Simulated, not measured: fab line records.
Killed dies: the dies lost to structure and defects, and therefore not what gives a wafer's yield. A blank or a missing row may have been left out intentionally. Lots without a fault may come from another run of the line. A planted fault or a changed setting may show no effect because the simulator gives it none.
fab line records -- flow ritCmos
record: lots: 14, wafers: 42, lastDay: 7
route steps=202 shown SDANNEAL@155 CONTACT@177 M1@202
lots with no fault: from the same line, run without faults
startH: hours from the record's opening day to when the first of the lot's shown wafers began -- waitH: time in hours since the lot's previous step -- " repeats the value in the row above -- L1.1+2: a row that stands for several wafers -- - either no value or no given start -- * or withheld: withheld -- < > ~ a bound
route shown NAME@n: NAME is a module with steps in the file, n the number in the route of the first one -- usual: mean/standard deviation of fault-free wafers -- same: alike in all rows -- chamber/n: place in a boat -- sites: each site's reading -- _std_site: the values' standard deviation -- _edge_site: outer sites' mean less inner sites' -- radiusMm: for every site, how far away it sits from the centre of the wafer -- mask NAME#n: copy n -- behind: the last tool/chamber to shape the wafer -- hold: what put the lot on hold/how long, in hours/how the hold closed -- device: the transistor (n, p or np) that didn't switch -- end of line: at the end of the route, the tests of the same wafers -- a step without rows: its recipe alone -- killed: count of dies lost to structure and defects at first sort (not the wafer's yield) -- map: shows each die of a wafer: x if killed, . if not, _ if none is there
set.NAME: the setting as run; set.NAME@STEP: as run at that earlier step -- model.NAME: the simulator's own value behind a step, which no gauge read
a sample of lots followed through the steps of the route, with each step as a table and each wafer as a row
services: the hour from which a tool's chamber was out of use, counted from the record's first day as startH (under 0 if before that day), plus the number of hours and why
== steps ==
step: RIT_SDANNEAL_CLEAN_02
recipe: chemistry: SC2, mix: 3:3:50, timeS: 600, tempC: 75, dry: n2Spin
usual: runLengthS: 628/3.6
lot.wafer,tool,chamber,startH,waitH,runLengthS
L388.4,wetBench-03,3,63.04,0.0,625
L388.5,wetBench-03,3,63.04,0.0,625
L388.6,wetBench-03,3,63.04,0.0,625
L391.2,wetBench-01,3,76.15,0.0,634
L391.4,wetBench-01,3,76.15,0.0,634
L391.6,wetBench-01,3,76.15,0.0,634
L392.3,wetBench-01,2,81.47,0.0,636
L392.5,wetBench-01,2,81.47,0.0,636
L392.6,wetBench-01,2,81.47,0.0,636
L396.2,wetBench-01,2,100.35,0.0,627
L396.5,wetBench-01,2,100.35,0.0,627
L396.6,wetBench-01,2,100.35,0.0,627
L397.1,wetBench-01,0,105.80,0.0,627
L397.4,wetBench-01,0,105.80,0.0,627
L397.5,wetBench-01,0,105.80,0.0,627
L398.2,wetBench-02,1,110.61,0.0,625
L398.3,wetBench-02,1,110.61,0.0,625
L398.6,wetBench-02,1,110.61,0.0,625
L399.2,wetBench-02,2,117.18,0.0,624
L399.3,wetBench-02,2,117.18,0.0,624
L399.4,wetBench-02,2,117.18,0.0,624
L400.1,wetBench-02,0,122.32,0.0,625
L400.5,wetBench-02,0,122.32,0.0,625
L400.6,wetBench-02,0,122.32,0.0,625
L401.1,wetBench-02,0,128.32,0.0,626
L401.2,wetBench-02,0,128.32,0.0,626
L401.5,wetBench-02,0,128.32,0.0,626
L402.2,wetBench-02,1,131.57,0.0,626
L402.3,wetBench-02,1,131.57,0.0,626
L402.4,wetBench-02,1,131.57,0.0,626
L404.1,wetBench-01,2,139.52,0.0,627
L404.5,wetBench-01,2,139.52,0.0,627
L404.6,wetBench-01,2,139.52,0.0,627
L407.4,wetBench-02,3,156.41,0.0,662
L407.5,wetBench-02,3,156.41,0.0,662
L407.6,wetBench-02,3,156.41,0.0,662
L408.1,wetBench-03,2,164.47,0.0,626
L408.4,wetBench-03,2,164.47,0.0,626
L408.5,wetBench-03,2,164.47,0.0,626
L409.3,wetBench-02,3,167.31,0.0,662
L409.4,wetBench-02,3,167.31,0.0,662
L409.6,wetBench-02,3,167.31,0.0,662
step: RIT_SDANNEAL_RTA_03
recipe: tempC: 1050, timeS: 5, idleTempC: 600, rampUpCPerS: 342, rampDownCPerS: 171, coolToC: 600, ambient: N2
usual: annealTempCMax: 1053.8/1.1, wafer_temp_C_max: 1053.5/1.2
lot.wafer,tool,chamber,startH,waitH,annealTempCMax,wafer_temp_C_max
L388.4,rtpAnneal-01,0,63.24,0.0,1053.2,1055.6
L388.5,rtpAnneal-01,0,63.24,0.0,1052.3,1054.3
L388.6,rtpAnneal-01,0,63.24,0.0,1053.3,1054.6
L391.2,rtpAnneal-02,0,76.35,0.0,1054.2,1052.3
L391.4,rtpAnneal-02,0,76.35,0.0,1054.7,1053.3
L391.6,rtpAnneal-02,0,76.35,0.0,1054.2,1052.8
L392.3,rtpAnneal-01,0,81.68,0.0,1052.6,1053.6
L392.5,rtpAnneal-01,0,81.68,0.0,1053.7,1052.9
L392.6,rtpAnneal-01,0,81.68,0.0,1053.6,1053.4
L396.2,rtpAnneal-01,0,100.53,0.0,1053.2,1055.6
L396.5,rtpAnneal-01,0,100.53,0.0,1053.8,1052.5
L396.6,rtpAnneal-01,0,100.53,0.0,1053.3,1052.1
L397.1,rtpAnneal-02,0,105.97,0.0,1054.4,1052.4
L397.4,rtpAnneal-02,0,105.97,0.0,1053.7,1055.3
L397.5,rtpAnneal-02,0,105.97,0.0,1055.6,1051.7
L398.2,rtpAnneal-01,0,110.79,0.0,1053.1,1053.5
L398.3,rtpAnneal-01,0,110.79,0.0,1053.4,1052.3
L398.6,rtpAnneal-01,0,110.79,0.0,1053.9,1054.3
L399.2,rtpAnneal-02,0,117.36,0.0,1053.3,1054.9
L399.3,rtpAnneal-02,0,117.36,0.0,1054.8,1052.6
L399.4,rtpAnneal-02,0,117.36,0.0,1054.2,1053.0
L400.1,rtpAnneal-01,0,122.49,0.0,1053.5,1053.1
L400.5,rtpAnneal-01,0,122.49,0.0,1053.2,1054.8
L400.6,rtpAnneal-01,0,122.49,0.0,1053.4,1052.7
L401.1,rtpAnneal-02,0,128.50,0.0,1053.7,1053.2
L401.2,rtpAnneal-02,0,128.50,0.0,1054.8,1052.8
L401.5,rtpAnneal-02,0,128.50,0.0,1053.7,1053.3
L402.2,rtpAnneal-01,0,131.76,0.0,1053.7,1053.3
L402.3,rtpAnneal-01,0,131.76,0.0,1052.5,1052.4
L402.4,rtpAnneal-01,0,131.76,0.0,1053.9,1051.6
L404.1,rtpAnneal-01,0,139.69,0.0,1052.5,1056.5
L404.5,rtpAnneal-01,0,139.69,0.0,1053.0,1052.8
L404.6,rtpAnneal-01,0,139.69,0.0,1052.2,1053.5
L407.4,rtpAnneal-02,0,156.65,0.0,1054.2,1052.7
L407.5,rtpAnneal-02,0,156.65,0.0,1054.9,1053.3
L407.6,rtpAnneal-02,0,156.65,0.0,1054.7,1053.8
L408.1,rtpAnneal-01,0,164.64,0.0,1053.5,1052.6
L408.4,rtpAnneal-01,0,164.64,0.0,1053.4,1052.4
L408.5,rtpAnneal-01,0,164.64,0.0,1052.2,1052.8
L409.3,rtpAnneal-02,0,167.52,0.0,1055.2,1051.4
L409.4,rtpAnneal-02,0,167.52,0.0,1055.9,1053.0
L409.6,rtpAnneal-02,0,167.52,0.0,1054.9,1052.2
step: RIT_CONTACT_OVL_MEAS_09
usual: CONTACT_OVL: 0.1/1.4
lot.wafer,tool,chamber,startH,waitH,CONTACT_OVL[nm]
L388.4,overlay-01,-,65.48,0.1,2.5
L388.5,overlay-01,-,65.48,0.1,1.1
L388.6,overlay-01,-,65.48,0.1,2.0
L391.2,overlay-01,-,78.60,0.1,0.4
L391.4,overlay-01,-,78.60,0.1,-0.5
L391.6,overlay-01,-,78.60,0.1,1.3
L392.3,overlay-02,-,83.92,0.1,-1.0
L392.5,overlay-02,-,83.92,0.1,1.1
L392.6,overlay-02,-,83.92,0.1,-0.8
L396.2,overlay-01,-,102.91,0.1,-1.4
L396.5,overlay-01,-,102.91,0.1,0.7
L396.6,overlay-01,-,102.91,0.1,3.1
L397.1,overlay-02,-,108.38,0.1,0.6
L397.4,overlay-02,-,108.38,0.1,-0.8
L397.5,overlay-02,-,108.38,0.1,1.9
L398.2,overlay-02,-,113.04,0.1,0.4
L398.3,overlay-02,-,113.04,0.1,-1.1
L398.6,overlay-02,-,113.04,0.1,0.7
L399.2,overlay-01,-,119.74,0.1,1.4
L399.3,overlay-01,-,119.74,0.1,-0.5
L399.4,overlay-01,-,119.74,0.1,0.4
L400.1,overlay-01,-,124.76,0.1,1.1
L400.5,overlay-01,-,124.76,0.1,0.3
L400.6,overlay-01,-,124.76,0.1,0.0
L401.1,overlay-01,-,130.87,0.1,-2.3
L401.2,overlay-01,-,130.87,0.1,0.5
L401.5,overlay-01,-,130.87,0.1,-1.3
L402.2,overlay-02,-,134.16,0.1,1.5
L402.3,overlay-02,-,134.16,0.1,0.3
L402.4,overlay-02,-,134.16,0.1,0.4
L404.1,overlay-01,-,142.07,0.1,0.1
L404.5,overlay-01,-,142.07,0.1,0.8
L404.6,overlay-01,-,142.07,0.1,2.0
L408.1,overlay-01,-,167.23,0.1,-2.6
L408.4,overlay-01,-,167.23,0.1,-1.6
L408.5,overlay-01,-,167.23,0.1,-2.4
step: RIT_CONTACT_CD_MEAS_90
recipe: targetCdNm: 1000
usual: cdNm: 999.8/1.7
lot.wafer,tool,chamber,startH,waitH,cdNm
L388.4,cdSem-02,-,66.08,0.1,998.9
L388.5,cdSem-02,-,66.08,0.1,1000.0
L388.6,cdSem-02,-,66.08,0.1,1000.2
L391.2,cdSem-01,-,79.17,0.1,1000.1
L391.4,cdSem-01,-,79.17,0.1,996.2
L391.6,cdSem-01,-,79.17,0.1,998.7
L392.3,cdSem-02,-,84.51,0.1,1001.6
L392.5,cdSem-02,-,84.51,0.1,998.4
L392.6,cdSem-02,-,84.51,0.1,998.9
L396.2,cdSem-01,-,103.48,0.1,1001.2
L396.5,cdSem-01,-,103.48,0.1,1002.6
L396.6,cdSem-01,-,103.48,0.1,1004.3
L397.1,cdSem-01,-,109.00,0.1,1000.8
L397.4,cdSem-01,-,109.00,0.1,999.1
L397.5,cdSem-01,-,109.00,0.1,1001.3
L398.2,cdSem-01,-,113.61,0.1,997.9
L398.3,cdSem-01,-,113.61,0.1,998.0
L398.6,cdSem-01,-,113.61,0.1,996.8
L399.2,cdSem-01,-,120.31,0.1,998.0
L399.3,cdSem-01,-,120.31,0.1,999.0
L399.4,cdSem-01,-,120.31,0.1,998.9
L400.1,cdSem-01,-,125.31,0.1,1000.3
L400.5,cdSem-01,-,125.31,0.1,998.9
L400.6,cdSem-01,-,125.31,0.1,1000.2
L401.1,cdSem-01,-,131.67,0.1,1001.8
L401.2,cdSem-01,-,131.67,0.1,1000.1
L401.5,cdSem-01,-,131.67,0.1,998.8
L402.2,cdSem-02,-,134.83,0.2,999.1
L402.3,cdSem-02,-,134.83,0.2,999.6
L402.4,cdSem-02,-,134.83,0.2,1000.2
L404.1,cdSem-01,-,142.63,0.1,1001.7
L404.5,cdSem-01,-,142.63,0.1,1000.8
L404.6,cdSem-01,-,142.63,0.1,1000.3
L408.1,cdSem-01,-,167.79,0.1,998.8
L408.4,cdSem-01,-,167.79,0.1,999.4
L408.5,cdSem-01,-,167.79,0.1,998.4
step: RIT_M1_PROBE_99
usual: defectLimitedYield: 97.3/1.2, killed_at_M0_to_M3: 0.0/0.16, killedAtContacts: 0.0/0.18, killedAtFrontEnd: 7/3.1, killedDies: 7/3.1, killedOpen: 3.5/2.1, killedShort: 3.5/2, sort_bin_3_pad_short: 0.1/0.2, sort_bin_5_function: 1.5/0.85, sort_bin_6_memory: 1.0/0.68, sortNPass: 257/3.1, sortYieldPct: 97.3/1.2
same: grossDies: 264, killed_at_M4_up: 0, killedAtBackSide: 0, killedAtOther: 0
lot.wafer,tool,chamber,startH,waitH,defectLimitedYield[%],killed_at_M0_to_M3,killedAtContacts,killedAtFrontEnd,killedDies,killedOpen,killedShort,sort_bin_3_pad_short[%],sort_bin_5_function[%],sort_bin_6_memory[%],sortNPass,sortYieldPct[%]
L388.4,prober-01,-,70.79,0.2,97.7,0,0,6,6,3,3,0,1.1,1.1,258,97.7
L388.5,prober-01,-,70.84,0.2,96.2,0,0,10,10,6,4,0.8,2.7,0.4,254,96.2
L388.6,prober-01,-,70.89,0.2,97.0,0,1,7,8,3,5,0.4,2.3,0.4,256,97.0
L391.2,prober-02,-,84.31,0.1,97.3,0,0,7,7,4,3,0,1.1,1.5,257,97.3
L391.4,prober-02,-,84.41,0.2,97.3,0,0,7,7,5,2,0.4,1.1,1.1,257,97.3
L391.6,prober-02,-,84.51,0.2,96.6,0,0,9,9,6,3,0,2.7,0.8,255,96.6
L392.3,prober-01,-,89.15,0.2,95.8,1,0,10,11,4,6,0,2.7,1.5,253,95.8
L392.5,prober-01,-,89.25,0.2,97.7,0,0,6,6,4,2,0,1.1,1.1,258,97.7
L392.6,prober-01,-,89.30,0.2,97.7,1,0,5,6,1,4,0,0.8,1.5,258,97.7
L396.2,prober-01,-,108.01,0.1,97.3,0,0,7,7,3,4,0,0.8,1.9,257,97.3
L396.5,prober-01,-,108.16,0.2,98.5,0,0,4,4,1,3,0,1.5,0,260,98.5
L396.6,prober-01,-,108.21,0.2,97.3,0,0,7,7,3,4,0.4,1.1,1.1,257,97.3
L397.1,prober-02,-,113.50,0.1,99.6,0,0,1,1,0,1,0,0,0.4,263,99.6
L397.4,prober-02,-,113.65,0.2,98.9,0,0,3,3,1,2,0,0.4,0.8,261,98.9
L397.5,prober-02,-,113.70,0.2,98.1,0,0,5,5,3,2,0,1.5,0.4,259,98.1
L398.2,prober-01,-,118.15,0.1,99.2,0,0,2,2,2,0,0,0.8,0,262,99.2
L398.3,prober-01,-,118.20,0.2,97.0,0,0,8,8,6,2,0,1.5,1.5,256,97.0
L398.6,prober-01,-,118.35,0.2,97.3,0,0,7,7,2,5,0.4,1.9,0.4,257,97.3
L399.2,prober-02,-,124.82,0.1,97.7,0,0,6,6,2,4,0,1.9,0.4,258,97.7
L399.3,prober-02,-,124.87,0.2,96.6,0,0,9,9,7,2,0.4,1.1,1.9,255,96.6
L399.4,prober-02,-,124.92,0.2,96.6,0,0,9,9,4,5,0,1.9,1.5,255,96.6
L400.1,prober-01,-,129.84,0.1,98.5,0,0,4,4,2,2,0.4,1.1,0,260,98.5
L400.5,prober-01,-,130.04,0.2,97.0,0,0,8,8,3,5,0,2.7,0.4,256,97.0
L400.6,prober-01,-,130.09,0.2,97.3,0,0,7,7,3,4,0,1.5,1.1,257,97.3
L401.1,prober-02,-,136.43,0.1,98.1,0,0,5,5,0,5,0,0.8,1.1,259,98.1
L401.2,prober-02,-,136.48,0.1,95.8,0,1,10,11,4,7,0.4,2.3,1.5,253,95.8
L401.5,prober-02,-,136.63,0.2,96.2,0,0,10,10,7,3,0,1.5,2.3,254,96.2
L402.2,prober-01,-,139.35,0.1,97.0,0,0,8,8,2,6,0.4,2.3,0.4,256,97.0
L402.3,prober-01,-,139.40,0.2,98.5,0,0,4,4,1,3,0.4,0.8,0.4,260,98.5
L402.4,prober-01,-,139.45,0.2,97.3,0,0,7,7,4,3,0.4,0.4,1.9,257,97.3
L404.1,prober-01,-,147.21,0.1,93.9,0,0,16,16,8,8,0.4,3.8,1.9,248,93.9
L404.5,prober-01,-,147.41,0.2,97.3,0,0,7,7,5,2,0,1.5,1.1,257,97.3
L404.6,prober-01,-,147.46,0.2,97.0,0,0,8,8,3,5,0,1.1,1.9,256,97.0
L408.1,prober-02,-,172.60,0.1,99.2,0,0,2,2,0,2,0,0.8,0,262,99.2
L408.4,prober-02,-,172.75,0.2,98.1,0,0,5,5,4,0,0,0.8,1.1,259,98.1
L408.5,prober-02,-,172.80,0.2,96.6,0,0,9,9,6,3,0,3.0,0.4,255,96.6
killed by level:class
L388.4 REOX:geometricParticle:short=2 FOX1:geometricParticle:short=1 FOX1:geometricParticle:open=1 FOX2:geometricParticle:open=1 SPACER:geometricParticle:open=1
L388.5 GATE:geometricParticle:short=3 GATE:geometricParticle:open=3 FOX1:geometricParticle:open=2 FOX1:geometricParticle:short=1 REOX:geometricParticle:open=1
L388.6 REOX:geometricParticle:short=2 FOX1:geometricParticle:short=1 GATE:geometricParticle:open=1 REOX:geometricParticle:open=1 SILICIDE:geometricParticle:short=1 SILICIDE:geometricParticle:open=1 CONTACT:geometricParticle:short=1
L391.2 FOX1:geometricParticle:open=2 GATE:geometricParticle:short=2 GATE:geometricParticle:open=1 SPACER:geometricParticle:short=1 SPACER:geometricParticle:open=1
L391.4 GATE:geometricParticle:open=2 SPACER:geometricParticle:open=2 REOX:geometricParticle:short=1 REOX:geometricParticle:open=1 SPACER:geometricParticle:short=1
L391.6 SPACER:geometricParticle:open=2 FOX1:geometricParticle:open=1 FOX2:geometricParticle:short=1 GATE:geometricParticle:short=1 GATE:geometricParticle:open=1 REOX:geometricParticle:open=1 REOX:geometricParticle:short=1 SILICIDE:geometricParticle:open=1
L392.3 FOX1:geometricParticle:short=2 FOX1:geometricParticle:open=2 GATE:geometricParticle:short=2 REOX:geometricParticle:short=2 FOX2:geometricParticle:open=1 REOX:geometricParticle:open=1 M1:coatMicrobubblePrinted=1
L392.5 SPACER:geometricParticle:open=2 FOX1:geometricParticle:open=1 FOX2:geometricParticle:open=1 REOX:geometricParticle:short=1 SILICIDE:geometricParticle:short=1
L392.6 GATE:geometricParticle:short=3 FOX1:geometricParticle:short=1 REOX:geometricParticle:open=1 M1:coatMicrobubblePrinted=1
L396.2 FOX1:geometricParticle:short=3 FOX1:geometricParticle:open=1 GATE:geometricParticle:short=1 GATE:geometricParticle:open=1 SILICIDE:geometricParticle:open=1
L396.5 FOX1:geometricParticle:short=1 GATE:geometricParticle:short=1 REOX:geometricParticle:short=1 SILICIDE:geometricParticle:open=1
L396.6 GATE:geometricParticle:open=2 GATE:geometricParticle:short=2 SILICIDE:geometricParticle:short=2 REOX:geometricParticle:open=1
L397.1 FOX1:geometricParticle:short=1
L397.4 GATE:geometricParticle:short=2 REOX:geometricParticle:open=1
L397.5 GATE:geometricParticle:open=3 SILICIDE:geometricParticle:short=1 GATE:geometricParticle:short=1
L398.2 REOX:geometricParticle:open=1 SILICIDE:geometricParticle:open=1
L398.3 REOX:geometricParticle:open=3 SILICIDE:geometricParticle:open=3 REOX:geometricParticle:short=1 SILICIDE:geometricParticle:short=1
L398.6 SPACER:geometricParticle:short=2 SILICIDE:geometricParticle:short=2 REOX:geometricParticle:open=1 REOX:geometricParticle:short=1 SILICIDE:geometricParticle:open=1
L399.2 SILICIDE:geometricParticle:short=2 FOX2:geometricParticle:short=1 FOX2:geometricParticle:open=1 SPACER:geometricParticle:short=1 SPACER:geometricParticle:open=1
L399.3 SILICIDE:geometricParticle:open=5 GATE:geometricParticle:open=2 GATE:geometricParticle:short=2
L399.4 FOX2:geometricParticle:short=2 GATE:geometricParticle:short=2 FOX1:geometricParticle:open=1 FOX1:geometricParticle:short=1 GATE:geometricParticle:open=1 REOX:geometricParticle:open=1 SILICIDE:geometricParticle:open=1
L400.1 GATE:geometricParticle:short=2 FOX1:geometricParticle:open=1 GATE:geometricParticle:open=1
L400.5 FOX1:geometricParticle:short=2 GATE:geometricParticle:short=2 FOX1:geometricParticle:open=1 FOX2:geometricParticle:open=1 GATE:geometricParticle:open=1 SILICIDE:geometricParticle:short=1
L400.6 GATE:geometricParticle:open=2 FOX1:geometricParticle:short=1 FOX2:geometricParticle:short=1 GATE:geometricParticle:short=1 REOX:geometricParticle:open=1 SILICIDE:geometricParticle:short=1
L401.1 FOX1:geometricParticle:short=2 GATE:geometricParticle:short=2 SILICIDE:geometricParticle:short=1
L401.2 GATE:geometricParticle:short=4 GATE:geometricParticle:open=3 FOX2:geometricParticle:short=1 SPACER:geometricParticle:open=1 SPACER:geometricParticle:short=1 CONTACT:geometricParticle:short=1
L401.5 GATE:geometricParticle:open=5 GATE:geometricParticle:short=3 FOX2:geometricParticle:open=1 SILICIDE:geometricParticle:open=1
L402.2 SPACER:geometricParticle:short=3 REOX:geometricParticle:short=2 FOX1:geometricParticle:open=1 FOX2:geometricParticle:short=1 REOX:geometricParticle:open=1
L402.3 SPACER:geometricParticle:short=2 FOX1:geometricParticle:short=1 FOX1:geometricParticle:open=1
L402.4 SPACER:geometricParticle:open=2 GATE:geometricParticle:open=1 GATE:geometricParticle:short=1 REOX:geometricParticle:short=1 REOX:geometricParticle:open=1 SPACER:geometricParticle:short=1
L404.1 FOX2:geometricParticle:short=3 REOX:geometricParticle:open=3 FOX1:geometricParticle:short=2 GATE:geometricParticle:open=2 REOX:geometricParticle:short=2 FOX2:geometricParticle:open=1 GATE:geometricParticle:short=1 SPACER:geometricParticle:open=1
L404.5 GATE:geometricParticle:open=2 SILICIDE:geometricParticle:open=2 FOX1:geometricParticle:short=1 SPACER:geometricParticle:open=1 SILICIDE:geometricParticle:short=1
L404.6 SPACER:geometricParticle:short=2 FOX1:geometricParticle:open=1 FOX1:geometricParticle:short=1 REOX:geometricParticle:short=1 SPACER:geometricParticle:open=1 SILICIDE:geometricParticle:open=1 SILICIDE:geometricParticle:short=1
L408.1 SPACER:geometricParticle:short=2
L408.4 GATE:geometricParticle:open=3 REOX:geometricParticle:open=1 GATE:coatMicrobubblePrinted=1
L408.5 FOX2:geometricParticle:open=2 GATE:geometricParticle:open=2 FOX1:geometricParticle:open=1 FOX2:geometricParticle:short=1 SILICIDE:geometricParticle:open=1 GATE:geometricParticle:short=1 REOX:geometricParticle:short=1
== services ==
tool,chamber,startH,hours,kind
wetBench-03,-,138.21,3.3,repair
wetBench-03,-,159.11,1.3,repair
== key ==
firstSign: step: RIT_SDANNEAL_CLEAN_02, reading: runLengthS, direction: up, sigmas: 9.6, usual: *, struck: *
effect none on later readings
metAt RIT_SDANNEAL_CLEAN_02
struckLots L407,L409
rowsEnd L407.4,L407.5,L407.6,L409.3,L409.4,L409.6
notActingAt RIT_SDANNEAL_RTA_03,RIT_CONTACT_OVL_MEAS_09,RIT_CONTACT_CD_MEAS_90
onsetBetween 131.57 156.41
fault: kind: processParameterDrift, tool: wetBench-02, chamber: -, onsetH: 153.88, steps: RIT_SDANNEAL_CLEAN_02, channel: timeS, offset: *, shape: step, endH: 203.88, actsIn: *, stated: *
rowsEnd: these wafers met a further fault down the route, and their rows from its step on are left out
